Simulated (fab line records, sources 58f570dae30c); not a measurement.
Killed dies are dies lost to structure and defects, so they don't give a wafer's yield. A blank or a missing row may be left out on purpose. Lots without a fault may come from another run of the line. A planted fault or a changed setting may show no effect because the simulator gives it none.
A struck lot beside a sound one | flow berkeley_cmos170 | 14 steps out of a route of 331
Sound: wafers L706.4, L706.5, L706.6. Struck: wafers L709.1, L709.2, L709.5. The cause comes at the end.
At each step with rows: each side's tool, then ch and its chambers, then its first start. Under that, the readings that differ: sound wafers | struck wafers | difference of the means | sigmas: that difference in standard deviations of wafers without a fault.
alike: readings whose means differ by less than 2 such deviations, and words and numbers that are the same on both sides. not compared: withheld readings, readings that some wafer has no value for, bounds like >300 that may hide the same value, and numbers for which the record gives no deviation and whose values overlap.
The two part at a step that has a row with sigmas, a row that says differs or no value, or rows on one side only. Numbers that don't overlap but have no deviation are shown without sigmas and don't part them. A reading that every wafer of one side lacks parts them only if that side has two wafers or more.

first, 5 steps without rows for these wafers: UCB170_WELLDRIVE_ANNEAL_03 (time 900 s); UCB170_WELLDRIVE_WET_ETCH_04 (etches SiO2 in BOE, time 120 s); UCB170_ACTIVE_CLEAN_00 (cleans in SPM, time 600 s); UCB170_ACTIVE_CLEAN_01 (cleans in dHF, time 60 s); UCB170_ACTIVE_OXIDATION_02 (target thk 26.4 nm, ox time 1260 s).
UCB170_ACTIVE_THK_MEAS_03:
  sound on film_metro-02, day 4 20:10; struck on film_metro-02, day 5 08:23
  alike: ACTIVE_OXIDE_THK
then, 2 steps without rows for these wafers: UCB170_ACTIVE_ANNEAL_04 (time 900 s); UCB170_ACTIVE_CVD_05 (deposits Si3N4 from SiH2Cl2/NH3, target thk 220 nm, time 3300 s).
UCB170_ACTIVE_THK_MEAS_06:
  sound on film_metro-02, day 5 04:44; struck on film_metro-04, day 5 17:03
  alike: ACTIVE_NITRIDE_THK
then, 3 steps without rows for these wafers: UCB170_ACTIVE_HMDS_07 (prime time 60 s); UCB170_ACTIVE_COAT_08 (resist thk 900 nm); UCB170_ACTIVE_SOFTBAKE_09 (time 60 s).
UCB170_ACTIVE_EXPOSE_10: exposes mask ACTIVE, target cd 1200 nm.
  sound on krf_scanner-02 ch 0, day 5 05:23; struck on krf_scanner-02, day 5 17:41
  no value came back on the struck wafers for exposure_dose_mJ_cm2, focus_offset_nm (nm); on the sound wafers exposure_dose_mJ_cm2 reads 20.000 19.954 19.993
  alike: mask
then, 1 step without rows for these wafers: UCB170_ACTIVE_PEB_11.

WHERE THEY PART
Only at UCB170_ACTIVE_EXPOSE_10, within this record.

WHY: what the simulator had put in
Skipped step whole: krf_scanner-02, from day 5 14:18 on, at UCB170_ACTIVE_EXPOSE_10. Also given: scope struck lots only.
